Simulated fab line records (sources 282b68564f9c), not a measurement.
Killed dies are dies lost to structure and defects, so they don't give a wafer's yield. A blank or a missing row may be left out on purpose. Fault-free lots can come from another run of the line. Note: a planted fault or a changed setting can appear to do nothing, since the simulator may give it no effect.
Problem report, 8D (eight disciplines) form, completed by code	flow rit_cmos	the parts of the form that need people (team, actions taken, sign-off) are left out

1. PROBLEM STATEMENT
At RIT_M1_CD_MEAS_90, cd_nm averages 2614.5 nm over 2 wafers from 2 lots, while fault-free wafers read 2600.1 nm, standard deviation 2.8. Measured from the usual mean, that is +5.1 standard deviations.
The step: target cd 2600 nm.
The first sign was on wafer L688.3 at day 7 00:00, on cd_sem-02. Wafers with a number at this step in the record: 42, from 14 lots. Rule for "out" (also "out of limits"): further than 4 standard deviations from the usual mean. The other wafers with a number count as sound.

2. WHAT IT IS; WHAT IT IS NOT
question	is	is not
which readings at this step	cd_nm	-
which lots	L688, L690	L671, L674, L678, L679, L680, L682, L683, L684, L685, L687, L689, L694
which wafers of those lots	L688.3, L690.3	L688.1, L688.4, L690.1, L690.5
read on which gauges	cd_sem-02	cd_sem-01
when	from day 7 00:00	up to then (32 sound wafers); but 8 sound wafers of L689, L690, L694 came after

3. THE SUSPECTS, EACH WITH WHAT RULES IT OUT
Counting: if a tool at a process step up to the reading ran every lot that is out, it stays a suspect. Sound lots after the first of them don't rule it out here, since some wafers of a struck lot are sound.
- the gauge at RIT_M1_CD_MEAS_90 has been ruled out. All the wafers that are out were read on cd_sem-02, but those of them that RIT_M1_METAL_ETCH_12 has rows for are out there too, on other tools.
- rie_metal-01 at RIT_M1_METAL_ETCH_12 (etches Al in Cl2/BCl3, stops on SiO2, time 165 s, target depth 600 nm): kept. Every lot that is out went through it, the first being L688 (day 6 23:29); the last sound lot it ran before that was L683 (day 6 00:43). Its own oes_product_au, rf_fwd_power_W readings are out on those wafers.
- At RIT_M1_METAL_ETCH_12 on rie_metal-01, chamber 1 took the sound wafers of the same lots and chamber 0 took the wafers that are out.
After counting, what remains is rie_metal-01 at RIT_M1_METAL_ETCH_12.

4. THE CAUSE (what the simulator had put in)
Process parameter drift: rie_metal-01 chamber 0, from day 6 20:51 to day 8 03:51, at RIT_M1_METAL_ETCH_12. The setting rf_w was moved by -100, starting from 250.
This tool alone remained once counting was done.

5. THE EFFECT CHAIN, in route order
Rows list readings where the struck wafers' mean (over those with a number) sits beyond 3 standard deviations from the usual. Scope: only readings with a usual standard deviation given in the record; hours: median across lots of the time from each lot's start at the first step in this table that gives one to its start at this step; sigmas: change in usual standard deviations.
hours	step	reading	usual	on struck wafers	change	sigmas
0	RIT_M1_METAL_ETCH_12	oes_product_au	0.779 a.u.	0.725	-0.054	-4.5
0	RIT_M1_METAL_ETCH_12	rf_fwd_power_W	248.9 W	148.4	-100.5	-99 or more
1	RIT_M1_CD_MEAS_90	cd_nm	2600.1 nm	2614.5	+14.4	+5.1
2	RIT_M1_PROBE_99	defect_limited_yield	97.5 %	0.0	-97.5	-89
2	RIT_M1_PROBE_99	killed_dies	7	264	+257	+86
2	RIT_M1_PROBE_99	killed_on_rim	1.8	70.0	+68.2	+45
2	RIT_M1_PROBE_99	sort_bin_5_function	1.5 %	98.9	+97.4	+99 or more
2	RIT_M1_PROBE_99	sort_n_pass	257	0	-257	-86
2	RIT_M1_PROBE_99	sort_yield_pct	97.5 %	0.0	-97.5	-89
Its process steps:
- RIT_M1_METAL_ETCH_12: etches Al in Cl2/BCl3, stops on SiO2, time 165 s, target depth 600 nm.
- RIT_M1_PROBE_99

6. WHAT WOULD HAVE CAUGHT IT SOONER
Counted from the fault's start at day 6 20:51, it took 3 hours until the first out-of-limits reading at a measuring or inspecting step in this record, taken at day 7 00:00.
Tool's own readings at RIT_M1_METAL_ETCH_12, oes_product_au, rf_fwd_power_W: out on all struck wafers the step has rows for; an alarm limit on them would have tripped on the first.
Among the 2 lots that are out, L690 began RIT_M1_METAL_ETCH_12 on rie_metal-01 after day 7 00:00. Putting the tool on hold at that point would have spared it.
